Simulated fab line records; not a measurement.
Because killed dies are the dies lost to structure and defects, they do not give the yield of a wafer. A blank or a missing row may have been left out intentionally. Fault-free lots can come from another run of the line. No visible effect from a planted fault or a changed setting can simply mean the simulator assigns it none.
Which tool was responsible? + flow berkeley_cmos170 + 15 lots with 45 wafers sampled at 6 steps, on a route of 331 steps

== WHAT EACH GAUGE READ, for each wafer ==
UCB170_PVT_OVL_MEAS_06. Usual: PVT_OVL typically reads -2 nm, with standard deviation 6.2.
| lot  | measured     | on         | PVT_OVL (nm) | flag |
|------|--------------|------------|--------------|------|
| L584 | day 6 23:43  | overlay-01 | 11 -5 5      |      |
| L583 | day 7 04:45  | overlay-01 | -1 -1 -5     |      |
| L585 | day 7 13:41  | overlay-01 | 3 0 -1       |      |
| L587 | day 7 22:55  | overlay-01 | 9 3 4        |      |
| L586 | day 7 23:50  | overlay-01 | 1 2 5        |      |
| L588 | day 8 11:13  | overlay-01 | 3 0 3        |      |
| L592 | day 9 11:22  | overlay-01 | -9 -5 -4     |      |
| L597 | day 9 12:48  | overlay-02 | -2 1 1       |      |
| L594 | day 9 11:38  | overlay-01 | -8 -7 -11    |      |
| L596 | day 9 11:54  | overlay-02 | -1 -1 -5     |      |
| L601 | day 10 06:25 | overlay-01 | -10 -17 -18  |      |
| L603 | day 10 06:58 | overlay-02 | -1 7 7       |      |
| L604 | day 11 01:18 | overlay-01 | -10 -8 0     |      |
| L605 | day 11 02:56 | overlay-02 | -1 -6 1      |      |
| L606 | day 11 00:56 | overlay-02 | -5 -4 -6     |      |

UCB170_PLDD_TW_MEAS_11. Usual: PLDD_TW typically reads 1014, with standard deviation 10.
| lot  | measured     | on            | PLDD_TW        | flag |
|------|--------------|---------------|----------------|------|
| L584 | day 7 14:07  | film_metro-02 | 1030 1031 1033 |      |
| L583 | day 7 23:42  | film_metro-03 | 1019 1013 1020 |      |
| L585 | day 8 13:06  | film_metro-01 | 1002 1004 1005 |      |
| L587 | day 8 16:42  | film_metro-03 | 1029 1015 1021 |      |
| L586 | day 8 16:59  | film_metro-02 | 1028 1028 1027 |      |
| L588 | day 9 10:59  | film_metro-01 | 947 947 948    | OFF  |
| L592 | day 10 05:59 | film_metro-01 | 941 944 946    | OFF  |
| L597 | day 10 07:14 | film_metro-03 | 1016 1017 1019 |      |
| L594 | day 10 06:48 | film_metro-03 | 963 965 961    | OFF  |
| L596 | day 10 05:14 | film_metro-03 | 1016 1020 1014 |      |
| L601 | day 10 21:34 | film_metro-01 | 1002 999 1003  |      |
| L603 | day 10 20:19 | film_metro-03 | 1022 1014 1022 |      |
| L604 | day 12 00:16 | film_metro-01 | 1001 997 998   |      |
| L605 | day 12 00:10 | film_metro-02 | 1020 1020 1020 |      |
| L606 | day 11 23:26 | film_metro-01 | 1000 994 996   |      |

UCB170_PSD_CD_MEAS_06: target cd 1200 nm. Usual: 1200.1 nm for cd_nm, sd 1.4.
| lot  | measured     | on        | cd_nm (nm)           | flag |
|------|--------------|-----------|----------------------|------|
| L584 | day 8 00:07  | cd_sem-01 | 1199.4 1199.4 1198.8 |      |
| L583 | day 8 08:43  | cd_sem-01 | 1198.9 1200.0 1198.9 |      |
| L585 | day 8 23:50  | cd_sem-01 | 1201.1 1201.4 1201.0 |      |
| L587 | day 9 00:08  | cd_sem-02 | 1198.8 1199.1 1199.0 |      |
| L586 | day 9 00:08  | cd_sem-01 | 1198.9 1199.7 1199.9 |      |
| L588 | day 9 22:56  | cd_sem-02 | 1200.7 1201.0 1200.6 |      |
| L592 | day 10 15:11 | cd_sem-02 | 1200.1 1200.8 1199.2 |      |
| L597 | day 10 15:33 | cd_sem-02 | 1201.6 1201.2 1202.0 |      |
| L594 | day 10 15:20 | cd_sem-01 | 1201.4 1202.3 1200.3 |      |
| L596 | day 10 14:49 | cd_sem-02 | 1199.1 1200.0 1200.4 |      |
| L601 | day 11 05:52 | cd_sem-02 | 1198.9 1200.2 1198.5 |      |
| L603 | day 11 05:35 | cd_sem-01 | 1200.7 1199.9 1200.4 |      |
| L604 | day 12 09:16 | cd_sem-01 | 1199.9 1199.4 1198.9 |      |
| L605 | day 12 09:14 | cd_sem-02 | 1196.9 1199.2 1197.8 |      |
| L606 | day 12 08:58 | cd_sem-01 | 1200.5 1200.0 1200.5 |      |

UCB170_SDANNEAL_RS_MEAS_04: a four-point-probe measurement. Usual: PLDD_RS typically reads 1031.3 ohm/sq, with standard deviation 2.5.
| lot  | measured     | on            | PLDD_RS (ohm/sq)     | flag |
|------|--------------|---------------|----------------------|------|
| L584 | day 8 06:43  | film_metro-03 | 1031.3 1032.6 1032.5 |      |
| L583 | day 8 13:54  | film_metro-03 | 1029.9 1031.2 1027.8 |      |
| L585 | day 9 03:53  | film_metro-02 | 1032.8 1032.4 1031.9 |      |
| L587 | day 9 07:16  | film_metro-02 | 1030.7 1034.4 1034.9 |      |
| L586 | day 9 07:21  | film_metro-03 | 1038.5 1032.7 1029.4 |      |
| L588 | day 10 05:43 | film_metro-01 | 1052.4 1050.5 1050.1 | OFF  |
| L592 | day 10 21:18 | film_metro-03 | 1048.7 1047.1 1049.1 | OFF  |
| L597 | day 10 22:44 | film_metro-01 | 1026.3 1031.2 1029.6 |      |
| L594 | day 10 21:23 | film_metro-02 | 1046.1 1049.4 1048.6 | OFF  |
| L596 | day 10 20:45 | film_metro-02 | 1032.0 1029.6 1028.5 |      |
| L601 | day 11 11:01 | film_metro-02 | 1029.5 1026.9 1028.5 |      |
| L603 | day 11 10:37 | film_metro-03 | 1027.9 1025.9 1024.8 |      |
| L604 | day 12 12:43 | film_metro-03 | 1028.7 1029.4 1028.1 |      |
| L605 | day 12 12:37 | film_metro-01 | 1033.9 1031.0 1034.5 |      |
| L606 | day 12 12:28 | film_metro-02 | 1035.0 1036.8 1034.2 |      |

== WHICH TOOL RAN EACH LOT (tool, then ch and the chambers of the sampled wafers, then the start) ==
| lot  | UCB170_ACTIVE_STRIP_16              | UCB170_PLDD_IMPLANT_08          |
|------|-------------------------------------|---------------------------------|
| L584 | plasma_asher-01 ch 0,1, day 5 11:55 | implanter-04 ch 0, day 7 13:44  |
| L583 | plasma_asher-03 ch 0,1, day 5 12:07 | implanter-01 ch 0, day 7 23:20  |
| L585 | plasma_asher-01 ch 0,1, day 5 20:30 | implanter-01 ch 0, day 8 12:43  |
| L587 | plasma_asher-03 ch 0,1, day 6 06:44 | implanter-01 ch 0, day 8 16:20  |
| L586 | plasma_asher-01 ch 0,1, day 6 06:56 | implanter-03 ch 0, day 8 16:35  |
| L588 | plasma_asher-01 ch 0,1, day 6 15:35 | implanter-01 ch 0, day 9 10:35  |
| L592 | plasma_asher-01 ch 0,1, day 7 17:50 | implanter-01 ch 0, day 10 05:37 |
| L597 | plasma_asher-04 ch 0, day 7 18:22   | implanter-04 ch 0, day 10 06:50 |
| L594 | plasma_asher-03 ch 0,1, day 7 18:38 | implanter-01 ch 0, day 10 06:24 |
| L596 | plasma_asher-01 ch 0,1, day 7 18:52 | implanter-04 ch 0, day 10 04:50 |
| L601 | plasma_asher-01 ch 0,1, day 8 07:53 | implanter-03 ch 0, day 10 21:02 |
| L603 | plasma_asher-03 ch 0,1, day 8 17:47 | implanter-03 ch 0, day 10 19:57 |
| L604 | plasma_asher-03 ch 0,1, day 9 10:16 | implanter-03 ch 0, day 11 23:52 |
| L605 | plasma_asher-01 ch 0,1, day 9 10:19 | implanter-04 ch 0, day 11 23:47 |
| L606 | plasma_asher-01 ch 0,1, day 9 14:51 | implanter-03 ch 0, day 11 23:03 |
- UCB170_ACTIVE_STRIP_16: strips in O2.
- UCB170_PLDD_IMPLANT_08

== WHAT THE TOOLS THEMSELVES READ (means of the sampled wafers that have a number; where no wafer has one, the mark that the record gives instead) ==
UCB170_ACTIVE_STRIP_16. Usual: drypump_motor_current_A 5.6 A, standard deviation 0.35; oes_product_au 0.721 a.u., standard deviation 0.0048; strip_time_to_endpoint_s 18.11 s, standard deviation 0.072.
| lot  | tool            | drypump_motor_current_A (A) | oes_product_au (a.u.) | strip_time_to_endpoint_s (s) | flag |
|------|-----------------|-----------------------------|-----------------------|------------------------------|------|
| L584 | plasma_asher-01 | 5.4                         | 0.722                 | 18.16                        |      |
| L583 | plasma_asher-03 | 6.1                         | 0.719                 | 18.13                        |      |
| L585 | plasma_asher-01 | 5.5                         | 0.719                 | 18.12                        |      |
| L587 | plasma_asher-03 | 5.8                         | 0.722                 | 18.19                        |      |
| L586 | plasma_asher-01 | 5.6                         | 0.720                 | 18.05                        |      |
| L588 | plasma_asher-01 | 5.5                         | 0.721                 | 18.08                        |      |
| L592 | plasma_asher-01 | 5.4                         | 0.721                 | 18.07                        |      |
| L597 | plasma_asher-04 | 5.4                         | 0.724                 | 18.16                        |      |
| L594 | plasma_asher-03 | 5.8                         | 0.716                 | 18.03                        |      |
| L596 | plasma_asher-01 | 5.4                         | 0.723                 | 18.01                        |      |
| L601 | plasma_asher-01 | 5.5                         | 0.720                 | 18.16                        |      |
| L603 | plasma_asher-03 | 5.8                         | 0.724                 | 18.21                        |      |
| L604 | plasma_asher-03 | 5.8                         | 0.720                 | 18.09                        |      |
| L605 | plasma_asher-01 | 5.6                         | 0.721                 | 18.15                        |      |
| L606 | plasma_asher-01 | 5.4                         | 0.721                 | 18.05                        |      |

UCB170_PLDD_IMPLANT_08. Usual: beam_energy_keV 10.000, standard deviation 0.0032; beam_on_s 10.02 s, standard deviation 0.2; faraday_current_uA 158, standard deviation 3.2.
| lot  | tool         | beam_energy_keV | beam_on_s (s) | faraday_current_uA | flag |
|------|--------------|-----------------|---------------|--------------------|------|
| L584 | implanter-04 | 9.996           | 9.92          | 159                |      |
| L583 | implanter-01 | 9.998           | 10.18         | 156                |      |
| L585 | implanter-01 | 10.001          | 10.15         | 156                |      |
| L587 | implanter-01 | 10.002          | 10.00         | 158                |      |
| L586 | implanter-03 | 9.999           | 10.02         | 158                |      |
| L588 | implanter-01 | 6.499           | 17.01         | 93                 | OFF  |
| L592 | implanter-01 | 6.503           | 16.77         | 95                 | OFF  |
| L597 | implanter-04 | 10.003          | 10.00         | 159                |      |
| L594 | implanter-01 | 6.501           | 16.65         | 95                 | OFF  |
| L596 | implanter-04 | 10.000          | 10.10         | 157                |      |
| L601 | implanter-03 | 10.001          | 10.16         | 156                |      |
| L603 | implanter-03 | 10.001          | 9.69          | 163                |      |
| L604 | implanter-03 | 10.000          | 10.06         | 157                |      |
| L605 | implanter-04 | 10.002          | 10.17         | 155                |      |
| L606 | implanter-03 | 10.003          | 10.05         | 158                |      |

== THE ANSWER, worked out from the rows above alone ==
Rule: a lot is off if the mean of its wafers that have a number lies more than 3 standard deviations from the usual mean. Also off: a lot with no number at a reading for which 4 or more lots have one. Any other lot the step has rows for is counted as sound. First the gauges in route order, then the tools' own readings, where a lot's mean is used as printed above. At the first step where some lot is off, the reading lying furthest off is the one used; lots without a number count as furthest.
Off: at UCB170_PLDD_TW_MEAS_11 (PLDD_TW), L588, L592, L594.
A tool fits if, at a process step before that reading, it ran every lot that is off, and no sound lot after the first of them. Not tried: the gauges at UCB170_PLDD_TW_MEAS_11; whatever is off there is also off at UCB170_PLDD_IMPLANT_08, on other tools, and gauge error can't account for it. One fits: implanter-01 at UCB170_PLDD_IMPLANT_08. A fault onset in the window from L587 (day 8 16:20, its last sound lot) to L588 (day 9 10:35, its first lot off) fits.
The tool's own readings at UCB170_PLDD_IMPLANT_08 bear it out: on the lots that are off they differ by more than 5 times the standard deviation of the sound lots' means. beam_energy_keV reads 6.501 there against 10.001 on the sound lots; beam_on_s reads 16.81 s there against 10.04 s on the sound lots; faraday_current_uA reads 94 there against 158 on the sound lots.

== WHAT THE SIMULATOR HAD INSERTED ==
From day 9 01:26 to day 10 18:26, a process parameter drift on implanter-01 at UCB170_PLDD_IMPLANT_08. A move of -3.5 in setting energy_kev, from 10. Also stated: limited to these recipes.
Shown lots that were struck: L588, L592, L594. The same result came from the rule above.
